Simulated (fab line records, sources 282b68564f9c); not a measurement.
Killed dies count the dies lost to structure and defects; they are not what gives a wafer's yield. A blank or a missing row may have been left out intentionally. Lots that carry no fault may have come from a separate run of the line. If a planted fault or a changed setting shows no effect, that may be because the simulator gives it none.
fab line records    flow ritCmos
[record] lots = 5  wafers = 15  lastDay = 6
route steps=202 shown PLDD@122 SPACER@125 NSD@131 M1@202
lots with no fault: from the same line, run without faults
startH: start of the lot's first displayed wafer, in hours after the record's first day    waitH: time in hours since the lot's previous step    " as in the row above    L1.1+2: a single row standing in for several wafers    - no value, or no start was given    * or withheld: withheld    < > ~ a bound
route shown NAME@n: a module of which the file shows steps, and the number in the route of the first    usual: the fault-free wafers' mean and standard deviation    same: alike in all rows    chamber/n: place in a boat    sites: each site's reading    _std_site: the standard deviation of these    _edge_site: inner sites' mean taken away from outer sites' mean    radiusMm: for every site, how far away it sits from the centre of the wafer    mask NAME#n: copy n    behind: tool/chamber where the wafer was last shaped    hold: cause of the lot's hold/its duration in hours/its outcome    device: the n, p or np transistor that did not switch    end of line: the tests these same wafers got at the end of their route    where a step has no rows: the recipe by itself    killed: at the first sort, the dies lost to defects and structure; wafer yield is something else    map: shows each die of a wafer: x if killed, . if not, _ if none is there
set.NAME: the setting the step ran with; set.NAME@STEP: the setting that earlier step ran with    model.NAME: the simulator's own value behind a step, which no gauge read
lots at some steps of the route; a table a step, a row a wafer
services: when a tool's chamber went out of use (startH, in hours from the record's first day, below 0 if earlier), for how many hours, and the reason
[[steps]]
[step RIT_PLDD_IMPLANT_08]
[recipe] species = BF2  energyKev = 20  doseCm2 = 9e+14  tiltDeg = 7
[step RIT_PLDD_STRIP_09]
[recipe] chemistry = O2  timeS = 180  resist = NOVOLAK  platenTempC = withheld  powerW = 500  pressureMtorr = 4000  o2FlowSccm = 4000
[usual] drypumpMotorCurrentA = 6.2/0.36
lot.wafer  tool            chamber  startH  waitH  drypumpMotorCurrentA  rfHoursCounterH
L154.1     plasmaAsher-04  1        62.39   0.1    6.4                   23
L154.2     "               0        "       "      6.7                   23
L154.3     "               0        "       "      6.7                   -
L157.1     plasmaAsher-04  0        76.38   0.1    6.7                   24
L157.3     "               1        "       "      6.3                   -
L157.5     "               1        "       "      6.3                   -
L168.1     plasmaAsher-01  1        125.93  0.1    6.5                   1
L168.2     "               0        "       "      5.7                   1
L168.3     "               1        "       "      6.4                   -
L169.3     plasmaAsher-04  0        132.58  0.1    6.6                   -
L169.5     "               1        "       "      6.3                   -
L169.6     "               0        "       "      6.7                   -
L170.3     plasmaAsher-04  0        136.42  0.1    6.6                   -
L170.4     "               1        "       "      6.3                   -
L170.5     "               1        "       "      6.3                   -
[step RIT_PLDD_TW_MEAS_10]
[usual] PLDD_TW = 2328/13
lot.wafer  tool          chamber  startH  waitH  PLDD_TW
L154.1     filmMetro-04  -        62.56   0.1    2311
L154.2     "             -        "       "      2312
L154.3     "             -        "       "      2313
L157.1     filmMetro-01  -        76.55   0.1    2356
L157.3     "             -        "       "      2358
L157.5     "             -        "       "      2359
L168.1     filmMetro-04  -        126.10  0.1    2338
L168.2     "             -        "       "      2340
L168.3     "             -        "       "      2351
L169.3     filmMetro-01  -        132.71  0.1    2349
L169.5     "             -        "       "      2359
L169.6     "             -        "       "      2344
L170.3     filmMetro-01  -        136.56  0.1    2340
L170.4     "             -        "       "      2350
L170.5     "             -        "       "      2347
[step RIT_SPACER_CLEAN_00]
[recipe] chemistry = SC1  mix = 3:3:50  timeS = 600  tempC = 75
[step RIT_SPACER_CLEAN_01]
[recipe] chemistry = dHF  dilution = 50:1  timeS = 30
[step RIT_SPACER_CLEAN_02]
[recipe] chemistry = SC2  mix = 3:3:50  timeS = 600  tempC = 75  dry = n2Spin
[step RIT_SPACER_CVD_03]
[recipe] material = Si3N4  targetThkNm = 250  tempC = 810  precursor = SiH2Cl2/NH3  timeS = 3300  pressureMtorr = 300  sih2cl2FlowSccm = 60  nh3FlowSccm = 150
[step RIT_SPACER_THK_MEAS_04]
[recipe] reads = Si3N4_of_SPACER_CVD_03
[usual] SPACER_NITRIDE_THK = 250.2/2.7
lot.wafer  tool          chamber  startH  waitH  SPACER_NITRIDE_THK[nm]
L154.1     filmMetro-03  -        64.94   0.0    250.7
L154.2     "             -        "       "      252.0
L154.3     "             -        "       "      251.2
L157.1     filmMetro-03  -        79.46   0.0    250.1
L157.3     "             -        "       "      251.3
L157.5     "             -        "       "      250.0
L168.1     filmMetro-04  -        129.77  0.0    251.2
L168.2     "             -        "       "      250.6
L168.3     "             -        "       "      248.5
L169.3     filmMetro-02  -        135.06  0.0    250.4
L169.5     "             -        "       "      248.0
L169.6     "             -        "       "      251.3
L170.3     filmMetro-03  -        138.93  0.0    249.7
L170.4     "             -        "       "      250.4
L170.5     "             -        "       "      251.0
[step RIT_SPACER_ETCHBACK_05]
[recipe] targetDepthA = 2500  SF6_flow_sccm = 30  CHF3_flow_sccm = 30  target = Si3N4  chemistry = SF6/CHF3  pressureMtorr = 40  rfW = 250  timeS = 240  stopOn = SiO2
[usual] drypumpMotorCurrentA = 5.8/0.47  oesProductAu = 0.849/0.013  throttleValvePct = 10.30/0.16
lot.wafer  tool        chamber  startH  waitH  drypumpMotorCurrentA  oesProductAu  rfHoursCounterH  throttleValvePct
L154.1     rieDiel-02  3        65.00   0.1    5.1                   0.870         69               10.19
L154.2     "           0        "       "      6.1                   0.829         41               10.45
L154.3     "           2        "       "      5.7                   0.845         35               10.32
L157.1     rieDiel-01  2        79.52   0.1    5.1                   0.865         154              10.34
L157.3     "           3        "       "      6.1                   0.863         17               10.13
L157.5     "           0        "       "      6.4                   0.860         -                10.48
L168.1     rieDiel-02  1        129.83  0.1    6.4                   0.853         2                10.48
L168.2     "           2        "       "      5.7                   0.836         37               10.33
L168.3     "           3        "       "      5.1                   0.861         70               10.19
L169.3     rieDiel-01  3        135.10  0.0    6.1                   0.854         19               10.13
L169.5     "           3        "       "      6.1                   0.852         -                10.12
L169.6     "           1        "       "      6.3                   0.843         -                10.07
L170.3     rieDiel-01  1        138.97  0.0    6.2                   0.841         5                10.06
L170.4     "           3        "       "      6.1                   0.860         -                10.14
L170.5     "           1        "       "      6.2                   0.843         -                10.07
[step RIT_NSD_HMDS_00]
[recipe] primeTimeS = 60  primeTempC = 140
[step RIT_NSD_COAT_01]
[recipe] resist = NOVOLAK  spinRpm = 3250  resistThkNm = 1000
[step RIT_NSD_SOFTBAKE_02]
[recipe] resist = NOVOLAK  tempC = 90  timeS = 60
[step RIT_NSD_EXPOSE_03]
[recipe] maskId = M9  na = 0.57  targetCdNm = 40700  doseMj = 250
lot.wafer   tool             chamber  startH  waitH  mask
L154.1+2+3  ilineStepper-01  0        65.72   0.2    M9#0
L157.1+3+5  ilineStepper-01  0        80.17   0.1    M9_R1#0
L168.1+2+3  ilineStepper-01  0        130.48  0.2    M9#0
L169.3+5+6  ilineStepper-01  0        135.78  0.2    M9#0
L170.3+4+5  ilineStepper-01  0        139.61  0.1    M9#0
[step RIT_NSD_PEB_04]
[recipe] resist = NOVOLAK  tempC = withheld  timeS = withheld
[step RIT_NSD_DEVELOP_05]
[recipe] resist = NOVOLAK  developTimeS = 50  devTempC = 23.85
[usual] chillPlateTempC = 22.98/0.1  exhaustPa = 45.1/0.98
lot.wafer  tool           chamber  startH  waitH  chillPlateTempC  exhaustPa  model.NSD.cdNm
L154.1     lithoTrack-04  0        -       -      22.96            45.0       4.07e+04
L154.2     "              0        "       "      23.23            46.1       4.07e+04
L154.3     "              0        "       "      23.11            44.4       4.07e+04
L157.1     lithoTrack-04  0        -       -      22.85            45.0       4.035e+04
L157.3     "              0        "       "      22.92            45.0       4.035e+04
L157.5     "              0        "       "      22.76            46.3       4.035e+04
L168.1     lithoTrack-02  0        -       -      22.90            45.5       4.07e+04
L168.2     "              0        "       "      22.94            44.3       4.07e+04
L168.3     "              0        "       "      23.02            44.9       4.07e+04
L169.3     lithoTrack-03  0        -       -      22.98            44.6       4.07e+04
L169.5     "              0        "       "      23.13            47.2       4.07e+04
L169.6     "              0        "       "      23.11            45.8       4.07e+04
L170.3     lithoTrack-02  0        -       -      22.81            45.4       4.07e+04
L170.4     "              0        "       "      22.90            43.7       4.07e+04
L170.5     "              0        "       "      22.91            43.9       4.07e+04
[step RIT_NSD_OVL_MEAS_06]
[usual] NSD_OVL = 0.3/1.5
lot.wafer  tool        chamber  startH  waitH  NSD_OVL[nm]
L154.1     overlay-01  -        66.12   -      -0.5
L154.2     "           -        "       "      -0.1
L154.3     "           -        "       "      -1.3
L157.1     overlay-01  -        80.57   -      2.1
L157.3     "           -        "       "      0.6
L157.5     "           -        "       "      -0.4
L168.1     overlay-02  -        130.88  -      0.0
L168.2     "           -        "       "      -1.4
L168.3     "           -        "       "      -0.6
L169.3     overlay-01  -        136.15  -      0.4
L169.5     "           -        "       "      -1.8
L169.6     "           -        "       "      0.0
L170.3     overlay-01  -        139.99  -      -0.5
L170.4     "           -        "       "      -1.9
L170.5     "           -        "       "      0.7
[step RIT_M1_PROBE_99]
[usual] killed_at_M0_to_M3 = 0.0/0.12  killedAtFrontEnd = 7.5/2.8  killedDies = 7.6/2.9  killedOpen = 3.7/2  killedShort = 3.8/2
[same] grossDies = 264  killed_at_M4_up = 0  killedAtBackSide = 0  killedAtContacts = 0  killedAtOther = 0
lot.wafer  tool       chamber  startH  waitH  killed_at_M0_to_M3  killedAtFrontEnd  killedDies  killedOpen  killedShort  model.etest.selectEdgeDiodeN.leakLog10A
L154.1     prober-02  -        76.40   0.1    0                   11                11          4           7            -9.736
L154.2     prober-02  -        76.45   0.1    0                   7                 7           2           5            -9.82
L154.3     prober-02  -        76.50   0.2    0                   10                10          6           4            -10.11
L157.1     prober-01  -        90.62   0.1    1                   7                 8           4           4            -6.264
L157.3     prober-01  -        90.72   0.2    0                   5                 5           3           2            -6.688
L157.5     prober-01  -        90.82   0.2    0                   10                10          9           1            -6.733
L168.1     prober-01  -        141.14  0.1    0                   3                 3           2           1            -9.564
L168.2     prober-01  -        141.19  0.1    0                   6                 6           5           1            -9.975
L168.3     prober-01  -        141.24  0.2    0                   0                 0           0           0            -9.977
L169.3     prober-02  -        146.17  0.2    0                   8                 8           4           4            -9.909
L169.5     prober-02  -        146.27  0.2    0                   12                12          8           4            -9.745
L169.6     prober-02  -        146.32  0.2    0                   16                16          10          6            -9.729
// killed by level:class
L154.1 GATE:geometricParticle:short=6 REOX:geometricParticle:open=2 GATE:geometricParticle:open=1 SILICIDE:geometricParticle:short=1 SILICIDE:geometricParticle:open=1
L154.2 GATE:geometricParticle:open=2 SILICIDE:geometricParticle:short=2 FOX2:geometricParticle:short=1 GATE:geometricParticle:short=1 SPACER:geometricParticle:short=1
L154.3 GATE:geometricParticle:open=3 FOX1:geometricParticle:open=2 GATE:geometricParticle:short=2 REOX:geometricParticle:short=1 REOX:geometricParticle:open=1 SILICIDE:geometricParticle:short=1
L157.1 GATE:geometricParticle:short=2 ACTIVE:geometricParticle:open=1 FOX1:geometricParticle:open=1 FOX2:geometricParticle:open=1 GATE:geometricParticle:open=1 SILICIDE:geometricParticle:short=1 M1:geometricParticle:short=1
L157.3 GATE:geometricParticle:short=2 FOX1:geometricParticle:open=1 GATE:geometricParticle:open=1 SILICIDE:geometricParticle:open=1
L157.5 SILICIDE:geometricParticle:open=5 FOX1:geometricParticle:open=2 FOX1:geometricParticle:short=1 GATE:geometricParticle:open=1 REOX:geometricParticle:open=1
L168.1 GATE:geometricParticle:open=2 REOX:geometricParticle:short=1
L168.2 REOX:geometricParticle:open=2 SPACER:geometricParticle:open=2 GATE:geometricParticle:open=1 SPACER:geometricParticle:short=1
L169.3 GATE:geometricParticle:short=3 GATE:geometricParticle:open=2 FOX1:geometricParticle:open=1 SPACER:geometricParticle:open=1 SILICIDE:geometricParticle:short=1
L169.5 REOX:geometricParticle:open=4 GATE:geometricParticle:short=3 GATE:geometricParticle:open=2 FOX2:geometricParticle:open=1 REOX:geometricParticle:short=1 SPACER:geometricParticle:open=1
L169.6 GATE:geometricParticle:open=6 SPACER:geometricParticle:open=3 FOX1:geometricParticle:short=2 FOX2:geometricParticle:short=2 FOX2:geometricParticle:open=1 GATE:geometricParticle:short=1 SPACER:geometricParticle:short=1
[[services]]
tool             chamber  startH  hours  kind
ilineStepper-01  -        53.14   1.7    pm
rieDiel-02       3        100.56  8.9    repair
plasmaAsher-01   -        108.75  9.0    pm
plasmaAsher-01   0        108.75  9.0    ventCycle
plasmaAsher-01   1        108.75  9.0    ventCycle
plasmaAsher-01   0        117.75  -      clean
plasmaAsher-01   1        117.75  -      clean
rieDiel-01       2        130.62  -      clean
rieDiel-01       2        130.62  23.5   scheduledDown
rieDiel-01       2        130.62  23.5   ventCycle
[[key]]
[firstSign] step = RIT_NSD_EXPOSE_03  reading = mask  direction = changed
effect none on later readings
[modelEffect] step = RIT_NSD_DEVELOP_05  value = NSD.cdNm  without = 4.07e+04  struck = 4.035e+04
[modelEffect] step = RIT_M1_PROBE_99  value = etest.selectEdgeDiodeN.leakLog10A  without = -9.712  struck = -6.562
metAt RIT_NSD_EXPOSE_03
struckWafers L157.1,L157.3,L157.5
testerLeftOut L157
onsetBetween 65.72 80.17
[fault] kind = wrongMask  tool = any  chamber = -  onsetH = 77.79  steps = RIT_NSD_EXPOSE_03  auxCopy = M9_R1#0  cdOffsetNm = -350  scope = struckLotsOnly
// testerLeftOut: of these lots the tester's yield and bins aren't shown, on N5 and GAA mostly nor the transistor test; their killed dies are dies lost to structure and defects alone, not to doping, threshold or leakage, so they don't give the yield
